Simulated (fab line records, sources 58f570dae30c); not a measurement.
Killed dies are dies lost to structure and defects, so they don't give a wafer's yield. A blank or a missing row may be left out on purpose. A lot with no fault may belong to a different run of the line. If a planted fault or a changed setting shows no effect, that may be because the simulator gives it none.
2 desks looking at one fault -- flow berkeley cmos170 -- each desk has only its own numbers; what lay behind them comes last

## THE TOOL OWNER'S DESK: pecvd-02
The tool's own readings at UCB170_SPACER_CVD_00 (deposits SiO2 from TEOS/O2, target thk 376 nm, time 47 s): means of the sampled wafers that have a number, for each lot that ran on this tool. Marked OUT: a lot whose mean sits more than 4 standard deviations from the usual mean, which makes it out of limits; the brackets give that distance.
Columns: A = heater power w at UCB170_SPACER_CVD_00, usual 282 W; B = run length s at UCB170_SPACER_CVD_00, usual 75.0 s
lot,first seen here,A,B
L766,day 6 22:55,329,75.0
L771,day 9 00:03,331,74.9
L777,day 10 00:45,309,74.3
L781,day 11 00:34,327,75.0
L786,day 11 15:35,313,77.5
L788,day 12 06:38,298,77.1
This desk's verdict: no lot among the 6 shows anything out of limits.

## FROM THE METROLOGY DESK
What the gauges read for every lot (on any tool): the sampled wafers with a number, averaged. Marked OUT: a lot whose mean sits more than 4 standard deviations from the usual mean, which makes it out of limits; the brackets give that distance.
Columns: A = SPACER_TEOS_THK at UCB170_SPACER_THK_MEAS_01, usual 376 nm; B = NSD_OVL at UCB170_NSD_OVL_MEAS_07, usual 1 nm
lot,first seen here,A,B
L766,day 6 22:58,374,-5
L767,day 7 07:53,378,7
L768,day 8 13:37,376,6
L770,day 8 14:07,373,-6
L771,day 9 00:07,378,-2
L775,day 9 14:40,372,-1
L774,day 9 14:55,379,-2
L776,day 10 00:12,374,-2
L777,day 10 00:48,373,9
L778,day 10 01:33,376,-1
L781,day 11 00:38,374,2
L783,day 11 09:04,375,-1
L786,day 11 15:38,400 (+5.9) OUT,1
L788,day 12 06:41,400 (+6.0) OUT,-7
This desk finds L786, L788 out of limits, with the earliest case on L786 at day 11 15:38 (SPACER_TEOS_THK at UCB170_SPACER_THK_MEAS_01). Within limits: L766, L767, L768, L770, L771, L775, L774, L776, L777, L778, L781, L783.

## PUT TOGETHER
At day 11 15:38 the metrology desk could have sounded an alarm, on L786, L788.
The tool owner's desk saw nothing out of limits.
On record at the tool owner's desk: L786, L788, within its limits.
The lots listed all ran UCB170_SPACER_CVD_00 on pecvd-02.

## WHAT THE SIMULATOR HAD INSERTED
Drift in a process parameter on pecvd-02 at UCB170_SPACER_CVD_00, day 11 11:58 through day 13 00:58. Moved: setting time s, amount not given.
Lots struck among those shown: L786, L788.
Time in hours between the start of the fault and the first out-of-limits reading at each desk: metrology desk, 4.
